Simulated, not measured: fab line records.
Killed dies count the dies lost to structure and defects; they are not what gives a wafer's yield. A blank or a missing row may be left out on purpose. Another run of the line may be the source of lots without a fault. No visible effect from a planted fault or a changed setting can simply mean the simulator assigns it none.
fab line records ; flow berkeley_cmos170 ; part 2 of 2: steps 31 to 41 of 41
[record] lots = 5; wafers = 15; last_day = 12
route steps=331 shown ACTIVE@75 PFIELD@79 FIELD@89 SACOX@97 SCREENOX@100 NVT@104 PVT@115
lots that met no fault: taken from a fault-free run of the same line
start_h: start of the lot's first displayed wafer, in hours after the record's first day ; wait_h: time in hours since the lot's previous step ; " as in the row above ; L1.1+2: several wafers, shown together as one row ; - no value present, or no start provided ; * or withheld: withheld ; < > ~ a bound
route shown NAME@n: names a module that has steps shown in the file, with the first one's number in the route ; usual: mean/standard deviation taken from wafers without a fault ; same: alike in all rows ; chamber/n: place in a boat ; sites: per-site readings ; _std_site: standard deviation across them ; _edge_site: outer sites' mean less inner sites' ; radius_mm: how far each site lies from the wafer's centre ; mask NAME#n: copy n ; behind: the most recent tool/chamber to have shaped the wafer ; hold: what put the lot on hold/how long, in hours/how the hold closed ; device: which transistor (n, p or np) failed to switch ; end of line: tests run on the same wafers once the route is complete ; a step given without rows: its recipe and nothing more ; killed: count of dies lost to structure and defects at first sort (not the wafer's yield) ; map: a wafer's dies, marking killed ones x, the rest . and places with no die _
set.NAME: the setting that was run; set.NAME@STEP: the one run at that earlier step ; model.NAME: the simulator's own value behind a step, which no gauge read
lots at some steps of the route; a table a step, a row a wafer
services: from which hour (start_h, from the record's first day; less than 0 if before it) a tool's chamber was out of use, for how many hours, and why
[[steps]]
[step UCB170_NVT_COAT_01]
[recipe] resist = KrF; spin_rpm = 1500; resist_thk_nm = 900
lot.wafer;tool;chamber;start_h;wait_h
L081.1+2+4;litho_track-02;0;139.57;0.1
L085.2+4+5;litho_track-03;0;158.17;0.1
L087.2+3+6;litho_track-02;0;174.95;0.1
L092.1+2+6;litho_track-01;0;200.62;0.1
L097.2+5+6;litho_track-02;0;220.29;0.1
[step UCB170_NVT_SOFTBAKE_02]
[recipe] resist = KrF; temp_c = 130; time_s = 60
[usual] plate_temp_C = 129.99/0.15
lot.wafer;tool;chamber;start_h;wait_h;plate_temp_C
L081.1;litho_track-02;0;139.72;0.1;129.98
L081.2;litho_track-02;0;139.72;0.1;130.04
L081.4;litho_track-02;0;139.72;0.1;129.96
L085.2;litho_track-03;0;158.32;0.1;130.08
L085.4;litho_track-03;0;158.32;0.1;130.13
L085.5;litho_track-03;0;158.32;0.1;129.99
L087.2;litho_track-02;0;175.10;0.1;129.98
L087.3;litho_track-02;0;175.10;0.1;130.34
L087.6;litho_track-02;0;175.10;0.1;130.03
L092.1;litho_track-01;0;200.77;0.1;129.99
L092.2;litho_track-01;0;200.77;0.1;130.03
L092.6;litho_track-01;0;200.77;0.1;129.91
L097.2;litho_track-02;0;220.44;0.1;129.90
L097.5;litho_track-02;0;220.44;0.1;130.07
L097.6;litho_track-02;0;220.44;0.1;130.04
[step UCB170_NVT_EXPOSE_03]
[recipe] mask_id = PWELL; target_cd_nm = 3000; na = 0.5; sigma_outer = 0.6; source_shape = conventional; dose_mj = 30
[usual] exposure_dose_mJ_cm2 = 30.01/0.031
lot.wafer;tool;chamber;start_h;wait_h;mask;exposure_dose_mJ_cm2
L081.1;krf_scanner-01;0;139.99;0.2;PWELL#0;29.99
L081.2;krf_scanner-01;0;139.99;0.2;PWELL#0;30.01
L081.4;krf_scanner-01;0;139.99;0.2;PWELL#0;29.96
L085.2;krf_scanner-02;0;158.63;0.3;PWELL#0;30.01
L085.4;krf_scanner-02;0;158.63;0.3;PWELL#0;30.01
L085.5;krf_scanner-02;0;158.63;0.3;PWELL#0;30.00
L087.2;krf_scanner-01;0;175.48;0.4;PWELL#0;30.01
L087.3;krf_scanner-01;0;175.48;0.4;PWELL#0;30.01
L087.6;krf_scanner-01;0;175.48;0.4;PWELL#0;30.02
L092.1;krf_scanner-01;0;200.92;0.1;PWELL#0;30.04
L092.2;krf_scanner-01;0;200.92;0.1;PWELL#0;30.01
L092.6;krf_scanner-01;0;200.92;0.1;PWELL#0;30.06
L097.2;krf_scanner-02;0;220.59;0.1;PWELL#0;29.98
L097.5;krf_scanner-02;0;220.59;0.1;PWELL#0;29.99
L097.6;krf_scanner-02;0;220.59;0.1;PWELL#0;29.97
[step UCB170_NVT_PEB_04]
[recipe] peb_temp_c = 130; peb_time_s = withheld; resist = KrF
[usual] plate_temp_C = 130.01/0.15
lot.wafer;tool;chamber;start_h;wait_h;plate_temp_C
L081.1;litho_track-02;0;140.32;0.3;129.99
L081.2;litho_track-02;0;140.32;0.3;130.01
L081.4;litho_track-02;0;140.32;0.3;130.15
L085.2;litho_track-01;0;158.95;0.3;130.24
L085.4;litho_track-01;0;158.95;0.3;130.24
L085.5;litho_track-01;0;158.95;0.3;129.95
L087.2;litho_track-02;0;175.70;0.2;129.62
L087.3;litho_track-02;0;175.70;0.2;129.80
L087.6;litho_track-02;0;175.70;0.2;129.81
L092.1;litho_track-01;0;201.19;0.3;129.84
L092.2;litho_track-01;0;201.19;0.3;129.85
L092.6;litho_track-01;0;201.19;0.3;129.83
L097.2;litho_track-01;0;221.34;0.7;130.17
L097.5;litho_track-01;0;221.34;0.7;130.13
L097.6;litho_track-01;0;221.34;0.7;129.86
[step UCB170_NVT_DEVELOP_05]
[recipe] developer = TMAH; develop_time_s = 45; resist = KrF; dev_temp_c = 21
[same] develop_time_s = 45
lot.wafer;tool;chamber;start_h;wait_h
L081.1+2+4;litho_track-02;0;-;-
L085.2+4+5;litho_track-01;0;-;-
L087.2+3+6;litho_track-02;0;-;-
L092.1+2+6;litho_track-01;0;-;-
L097.2+5+6;litho_track-01;0;-;-
[step UCB170_NVT_OVL_MEAS_06]
[usual] NVT_OVL = -3/5.6
lot.wafer;tool;chamber;start_h;wait_h;NVT_OVL[nm]
L081.1;overlay-01;-;140.59;-;-9
L081.2;overlay-01;-;140.59;-;-3
L081.4;overlay-01;-;140.59;-;-7
L085.2;overlay-01;-;159.21;-;0
L085.4;overlay-01;-;159.21;-;1
L085.5;overlay-01;-;159.21;-;-5
L087.2;overlay-02;-;175.95;-;4
L087.3;overlay-02;-;175.95;-;3
L087.6;overlay-02;-;175.95;-;4
L092.1;overlay-02;-;201.47;-;-7
L092.2;overlay-02;-;201.47;-;-9
L092.6;overlay-02;-;201.47;-;0
L097.2;overlay-02;-;221.60;-;-5
L097.5;overlay-02;-;221.60;-;-13
L097.6;overlay-02;-;221.60;-;-2
[step UCB170_NVT_IMPLANT_07]
[recipe] species = BF2; dose_cm2 = 3e+12; energy_kev = 50; tilt_deg = 7
[usual] beam_energy_keV = 50.000/0.015
lot.wafer;tool;chamber;start_h;wait_h;beam_energy_keV
L081.1;implanter-03;0;140.63;0.0;49.994
L081.2;implanter-03;0;140.63;0.0;50.008
L081.4;implanter-03;0;140.63;0.0;50.015
L085.2;implanter-04;0;159.26;0.0;49.979
L085.4;implanter-04;0;159.26;0.0;49.995
L085.5;implanter-04;0;159.26;0.0;50.010
L087.2;implanter-03;0;176.01;0.0;50.003
L087.3;implanter-03;0;176.01;0.0;49.996
L087.6;implanter-03;0;176.01;0.0;49.991
L092.1;implanter-01;0;201.50;0.0;50.051
L092.2;implanter-01;0;201.50;0.0;50.037
L092.6;implanter-01;0;201.50;0.0;50.018
L097.2;implanter-01;0;221.65;0.0;49.988
L097.5;implanter-01;0;221.65;0.0;50.000
L097.6;implanter-01;0;221.65;0.0;50.021
[step UCB170_NVT_STRIP_08]
[recipe] chemistry = O2; power_w = 400; pressure_mtorr = 3500; platen_temp_c = withheld; o2_flow_sccm = 400; overash_fraction = 0.5
[usual] chamber_pressure_mTorr = 3500/3.4; drypump_motor_current_A = 5.8/0.5; oes_product_au = 0.735/0.0049; strip_time_to_endpoint_s = 21.64/0.069
lot.wafer;tool;chamber;start_h;wait_h;chamber_pressure_mTorr;drypump_motor_current_A;oes_product_au;rf_hours_counter_h;strip_time_to_endpoint_s
L081.1;plasma_asher-02;1;140.78;0.1;3500;6.5;0.740;34;21.61
L081.2;plasma_asher-02;0;140.78;0.1;3510;5.8;0.717;34;21.65
L081.4;plasma_asher-02;0;140.78;0.1;3498;5.8;0.737;-;21.70
L085.2;plasma_asher-04;1;159.39;0.1;3503;5.3;0.734;4;21.65
L085.4;plasma_asher-04;1;159.39;0.1;3498;5.3;0.728;-;21.68
L085.5;plasma_asher-04;1;159.39;0.1;3506;5.3;0.733;-;21.67
L087.2;plasma_asher-01;1;176.13;0.1;3499;5.5;0.725;49;21.59
L087.3;plasma_asher-01;1;176.13;0.1;3501;5.5;0.732;-;21.61
L087.6;plasma_asher-01;1;176.13;0.1;3499;5.5;0.736;-;21.63
L092.1;plasma_asher-02;0;201.65;0.1;3498;5.8;0.732;40;21.63
L092.2;plasma_asher-02;1;201.65;0.1;3500;6.5;0.734;40;21.58
L092.6;plasma_asher-02;1;201.65;0.1;3500;6.5;0.743;-;21.57
L097.2;plasma_asher-02;1;221.78;0.1;3496;6.6;0.730;42;21.67
L097.5;plasma_asher-02;1;221.78;0.1;3503;6.5;0.733;-;21.65
L097.6;plasma_asher-02;0;221.78;0.1;3493;5.8;0.737;-;21.80
[step UCB170_NVT_TW_MEAS_09]
[usual] NVT_TW = 526/3.4
lot.wafer;tool;chamber;start_h;wait_h;NVT_TW
L081.1;film_metro-04;-;140.88;0.1;528
L081.2;film_metro-04;-;140.88;0.1;530
L081.4;film_metro-04;-;140.88;0.1;530
L085.2;film_metro-04;-;159.50;0.1;528
L085.4;film_metro-04;-;159.50;0.1;525
L085.5;film_metro-04;-;159.50;0.1;528
L087.2;film_metro-01;-;176.24;0.1;520
L087.3;film_metro-01;-;176.24;0.1;519
L087.6;film_metro-01;-;176.24;0.1;517
L092.1;film_metro-04;-;201.75;0.1;527
L092.2;film_metro-04;-;201.75;0.1;526
L092.6;film_metro-04;-;201.75;0.1;525
L097.2;film_metro-01;-;221.89;0.1;521
L097.5;film_metro-01;-;221.89;0.1;517
L097.6;film_metro-01;-;221.89;0.1;522
[step UCB170_NVT_CLEAN_10]
[recipe] chemistry = SPM; temp_c = 120; time_s = 600
lot.wafer;tool;chamber;start_h;wait_h
L081.1+2+4;wet_bench-03;3;140.94;0.1
L085.2+4+5;wet_bench-02;2;159.55;0.0
L087.2+3+6;wet_bench-04;0;176.29;0.0
L092.1+2+6;wet_bench-02;3;201.81;0.1
L097.2+5+6;wet_bench-03;3;223.30;1.4
[step UCB170_PVT_HMDS_00]
[recipe] prime_time_s = 60; prime_temp_c = 100
lot.wafer;tool;chamber;start_h;wait_h
L081.1+2+4;litho_track-01;0;141.16;0.0
L085.2+4+5;litho_track-03;0;159.75;0.0
L087.2+3+6;litho_track-03;0;176.49;0.0
L092.1+2+6;litho_track-03;0;201.99;0.0
L097.2+5+6;litho_track-04;0;223.50;0.0
[[services]]
tool;chamber;start_h;hours;kind
krf_scanner-01;-;87.38;0.8;pm
furnace-01;-;99.41;3.1;pm
plasma_asher-04;-;108.75;9.0;pm
implanter-01;-;113.13;15.3;repair
furnace-04;-;113.14;2.7;pm
furnace-01;-;120.56;3.6;pm
furnace-01;-;124.19;4.0;pm
implanter-01;-;126.59;5.9;repair
krf_scanner-02;-;138.36;1.0;pm
rie_diel-03;2;140.15;7.9;repair
krf_scanner-01;-;159.99;4.0;pm
implanter-01;-;165.18;26.3;pm
krf_scanner-02;-;167.63;0.8;pm
furnace-03;-;168.30;3.9;pm
furnace-02;-;170.95;4.0;pm
furnace-04;-;174.55;30.0;pm
krf_scanner-02;-;176.70;0.6;repair
krf_scanner-02;-;178.46;2.4;repair
krf_scanner-02;-;187.03;1.9;repair
implanter-03;-;200.97;3.1;repair
krf_scanner-01;-;204.52;1.3;pm
furnace-04;-;204.59;4.7;pm
plasma_asher-02;-;206.09;1.5;repair
wet_bench-02;-;220.69;1.7;repair
